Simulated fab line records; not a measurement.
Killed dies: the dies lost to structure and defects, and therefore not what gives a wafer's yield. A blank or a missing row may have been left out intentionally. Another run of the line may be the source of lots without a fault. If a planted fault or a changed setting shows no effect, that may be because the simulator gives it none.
Which of the tools did it? -- flow rit cmos -- 9 lots, 27 wafers sampled, at 1 step of a route of 202

WHAT THE GAUGES READ, wafer by wafer
The record lacks any reading of a measuring or inspecting step that a usual standard deviation could be used to judge.

TOOL THAT RAN EACH LOT (tool first, then ch and the chambers of the sampled wafers, then the start)
lot,RIT_PSD_COAT_01
L818,"litho track-04 ch 0, day 3 05:08"
L819,"litho track-03 ch 0, day 3 07:52"
L829,"litho track-01 ch 0, day 5 13:00"
L830,"litho track-01 ch 0, day 5 15:52"
L831,"litho track-04 ch 0, day 5 23:47"
L835,"litho track-03 ch 0, day 6 20:14"
L836,"litho track-03 ch 0, day 7 01:43"
L839,"litho track-03 ch 0, day 7 20:44"
L841,"litho track-04 ch 0, day 7 23:28"
- RIT_PSD_COAT_01: resist thk 1000 nm.

WHAT THE TOOLS THEMSELVES READ (means of the sampled wafers that have a number; where no wafer has one, the mark that the record gives instead)
RIT_PSD_COAT_01.
lot,tool,spin speed rpm (rpm)
L818,litho track-04,3249.6
L819,litho track-03,3251.9
L829,litho track-01,3916.9
L830,litho track-01,3918.1
L831,litho track-04,3250.2
L835,litho track-03,3251.9
L836,litho track-03,3250.7
L839,litho track-03,3250.5
L841,litho track-04,3248.8

THE ANSWER, worked out from the rows above alone
Rule: usual is defined by the lots themselves. Put in order of their means at a reading, lots are off if they are a third of the lots or fewer, leave a main group of 4 or more, and stand apart from it by a gap of 3 or more times the standard deviation of the main group's means; of several such gaps the widest counts. If all means in a main group match to the digits the tables above print for the reading, that group is not used. A lot without any number at a reading at which 4 lots or more have one is off too. Any other lot the step has rows for is counted as sound. Order of review: gauges by route order, followed by the tools' own readings, for which a lot's mean as printed above is used. The first step at which some lot is off is used, and at that step the reading that is off furthest; a lot without a number counts as furthest.
Off: L829, L830 (RIT_PSD_COAT_01, spin speed rpm). Main group: mean 3250.5 rpm, sd 1.1.
A tool fits if, at that step or a process step before it, it ran every lot that is off, and no sound lot after the first of them. One fits: RIT_PSD_COAT_01 on litho track-01. It ran no sound lot before its first lot that is off in this sample, so the start can't be narrowed down.
The tool's own readings at RIT_PSD_COAT_01 bear it out: on the lots that are off they differ by more than 5 times the standard deviation of the sound lots' means. spin speed rpm reads 3917.5 rpm there against 3250.5 rpm on the sound lots.

WHAT THE SIMULATOR HAD INSERTED
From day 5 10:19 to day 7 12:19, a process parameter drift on litho track-01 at RIT_PSD_COAT_01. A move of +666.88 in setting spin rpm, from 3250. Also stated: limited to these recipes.
Shown lots that were struck: L829, L830. The rule above reached the same finding.
